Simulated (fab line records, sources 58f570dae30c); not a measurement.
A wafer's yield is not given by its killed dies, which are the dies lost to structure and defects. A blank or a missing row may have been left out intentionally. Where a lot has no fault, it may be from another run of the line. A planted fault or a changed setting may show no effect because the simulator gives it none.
Which tool is to blame? | flow berkeley_cmos170 | 14 lots, 42 wafers sampled, at 5 steps of a route of 331

== WHAT THE GAUGES SHOWED, per wafer ==
UCB170_NWELL_THK_MEAS_02. Usual: NWELL_OXIDE_THK typically reads 26.6 nm, with standard deviation 0.39.
lot  | measured    | on            | NWELL_OXIDE_THK (nm) | flag
L650 | day 3 10:11 | film_metro-02 | 26.6 26.5 26.3       |
L653 | day 3 17:23 | film_metro-02 | 27.4 27.0 26.9       |
L654 | day 3 23:14 | film_metro-03 | 25.8 26.2 26.0       |
L655 | day 4 06:20 | film_metro-01 | 27.1 27.0 26.6       |
L656 | day 4 06:21 | film_metro-03 | 27.4 27.5 27.5       |
L657 | day 4 18:34 | film_metro-01 | 26.8 27.0 26.8       |
L659 | day 5 00:34 | film_metro-02 | 26.8 26.1 26.1       |
L660 | day 5 00:38 | film_metro-02 | 26.4 26.7 26.6       |
L661 | day 5 00:40 | film_metro-01 | 26.7 27.0 26.7       |
L664 | day 5 13:29 | film_metro-03 | 26.8 26.6 26.7       |
L666 | day 6 03:50 | film_metro-02 | 26.4 26.6 26.1       |
L667 | day 6 06:50 | film_metro-03 | 26.8 26.6 26.2       |
L668 | day 6 12:29 | film_metro-03 | 27.2 26.7 27.0       |
L669 | day 6 17:04 | film_metro-01 | 26.3 27.3 26.4       |

UCB170_PFIELD_TW_MEAS_09. Usual: PFIELD_TW typically reads 594, with standard deviation 11.
lot  | measured    | on            | PFIELD_TW   | flag
L650 | day 5 21:26 | film_metro-03 | 584 583 583 |
L653 | day 6 11:18 | film_metro-02 | 601 598 601 |
L654 | day 6 11:01 | film_metro-03 | 587 587 589 |
L655 | day 6 15:08 | film_metro-03 | 587 585 590 |
L656 | day 6 15:35 | film_metro-03 | 588 591 587 |
L657 | day 7 07:41 | film_metro-01 | 607 608 605 |
L659 | day 7 01:49 | film_metro-03 | 585 585 582 |
L660 | day 7 02:47 | film_metro-01 | 608 607 605 |
L661 | day 7 02:09 | film_metro-01 | 604 611 608 |
L664 | day 7 22:39 | film_metro-01 | 605 607 606 |
L666 | day 8 06:32 | film_metro-03 | 577 580 581 |
L667 | day 8 16:20 | film_metro-03 | 580 582 581 |
L668 | day 9 03:41 | film_metro-01 | 604 605 607 |
L669 | day 9 11:49 | film_metro-02 | 601 601 601 |

UCB170_SCREENOX_THK_MEAS_02. Usual: SCREENOX_OXIDE_THK typically reads 14.40 nm, with standard deviation 0.21.
lot  | measured     | on            | SCREENOX_OXIDE_THK (nm) | flag
L650 | day 6 13:22  | film_metro-02 | 14.51 14.54 14.51       |
L653 | day 7 09:15  | film_metro-04 | 14.69 14.68 14.72       |
L654 | day 7 09:15  | film_metro-01 | 13.94 14.47 14.38       |
L655 | day 7 10:55  | film_metro-01 | 14.26 14.28 14.10       |
L656 | day 7 10:56  | film_metro-04 | 14.58 14.55 14.78       |
L657 | day 8 10:13  | film_metro-01 | 14.14 14.07 14.35       |
L659 | day 8 01:37  | film_metro-04 | 14.40 14.36 14.19       |
L660 | day 8 01:34  | film_metro-01 | 14.43 14.17 14.23       |
L661 | day 8 01:33  | film_metro-04 | 14.24 14.01 14.20       |
L664 | day 8 23:55  | film_metro-02 | 14.56 14.55 14.72       |
L666 | day 9 18:44  | film_metro-04 | 14.33 14.40 14.53       |
L667 | day 9 18:44  | film_metro-02 | 14.59 14.32 14.51       |
L668 | day 10 03:11 | film_metro-02 | 14.07 14.23 14.18       |
L669 | day 10 11:44 | film_metro-01 | 14.46 14.18 14.41       |

UCB170_FIELD_THK_MEAS_91. Usual: FIELD_OXIDE_LEFT_2_THK typically reads 354 nm, with standard deviation 10.
lot  | measured     | on            | FIELD_OXIDE_LEFT_2_THK (nm) | flag
L650 | day 6 23:55  | film_metro-04 | 355 360 360                 |
L653 | day 7 22:07  | film_metro-03 | 374 371 365                 |
L654 | day 7 20:23  | film_metro-01 | 366 358 364                 |
L655 | day 7 22:03  | film_metro-03 | 394 390 389                 | OFF
L656 | day 7 21:14  | film_metro-03 | 340 330 332                 |
L657 | day 9 05:06  | film_metro-03 | 359 363 357                 |
L659 | day 8 09:38  | film_metro-01 | 392 397 409                 | OFF
L660 | day 8 10:05  | film_metro-04 | 350 352 351                 |
L661 | day 8 09:37  | film_metro-03 | 351 355 357                 |
L664 | day 9 10:01  | film_metro-01 | 365 364 364                 |
L666 | day 10 02:58 | film_metro-01 | 339 346 336                 |
L667 | day 10 03:23 | film_metro-01 | 343 341 335                 |
L668 | day 10 16:34 | film_metro-04 | 344 349 343                 |
L669 | day 10 22:13 | film_metro-01 | 352 356 353                 |

== EACH LOT AND THE TOOL THAT RAN IT (in order: tool; ch and the chambers of the sampled wafers; start) ==
lot  | UCB170_GATE_WET_ETCH_00
L650 | wet_bench-03 ch 0, day 6 23:51
L653 | wet_bench-03 ch 1, day 7 21:55
L654 | wet_bench-03 ch 2, day 7 20:15
L655 | wet_bench-03 ch 3, day 7 21:55
L656 | wet_bench-03 ch 2, day 7 21:05
L657 | wet_bench-02 ch 0, day 9 05:01
L659 | wet_bench-03 ch 3, day 8 09:33
L660 | wet_bench-03 ch 1, day 8 10:00
L661 | wet_bench-03 ch 3, day 8 09:33
L664 | wet_bench-03 ch 3, day 9 09:57
L666 | wet_bench-01 ch 2, day 10 02:53
L667 | wet_bench-01 ch 3, day 10 03:19
L668 | wet_bench-01 ch 3, day 10 16:30
L669 | wet_bench-03 ch 0, day 10 22:08
- UCB170_GATE_WET_ETCH_00: etches SiO2 in dHF, time 200 s.

== AS READ BY THE TOOLS THEMSELVES (means over the sampled wafers that have a number; for cases with no such wafer, the mark the record gives instead) ==
UCB170_GATE_WET_ETCH_00. Usual: bath_heat_duty_pct 6.3 %, standard deviation 0.77; run_length_s 230 s, standard deviation 3.8.
lot  | tool         | bath_heat_duty_pct (%) | run_length_s (s) | flag
L650 | wet_bench-03 | 6.1                    | 226              |
L653 | wet_bench-03 | 5.9                    | 233              |
L654 | wet_bench-03 | 6.6                    | 233              |
L655 | wet_bench-03 | -                      | -                | OFF
L656 | wet_bench-03 | 6.3                    | 233              |
L657 | wet_bench-02 | 6.1                    | 234              |
L659 | wet_bench-03 | -                      | -                | OFF
L660 | wet_bench-03 | 5.7                    | 224              |
L661 | wet_bench-03 | 6.0                    | 226              |
L664 | wet_bench-03 | 5.8                    | 227              |
L666 | wet_bench-01 | 8.4                    | 235              |
L667 | wet_bench-01 | 5.7                    | 234              |
L668 | wet_bench-01 | 5.9                    | 232              |
L669 | wet_bench-03 | 5.8                    | 225              |

== THE ANSWER, worked out from the rows above alone ==
Rule: a lot counts as off when the mean over its wafers that have a number is more than 3 standard deviations away from the usual mean. A lot without any number at a reading at which 4 lots or more have one is off too. Any other lot the step has rows for is counted as sound. First the gauges in route order, then the tools' own readings, where a lot's mean is used as printed above. At the first step where some lot is off, the reading lying furthest off is the one used; lots without a number count as furthest.
Off: L655, L659, at UCB170_FIELD_THK_MEAS_91 (FIELD_OXIDE_LEFT_2_THK).
A tool fits if, at a process step before that reading, it ran every lot that is off, and no sound lot after the first of them. The gauges at UCB170_FIELD_THK_MEAS_91 aren't tried: what is off there is off at UCB170_GATE_WET_ETCH_00 too, on other tools, and a gauge's error can't cause that. No candidate that was tried fits.

== WHAT THE SIMULATOR HAD PUT IN ==
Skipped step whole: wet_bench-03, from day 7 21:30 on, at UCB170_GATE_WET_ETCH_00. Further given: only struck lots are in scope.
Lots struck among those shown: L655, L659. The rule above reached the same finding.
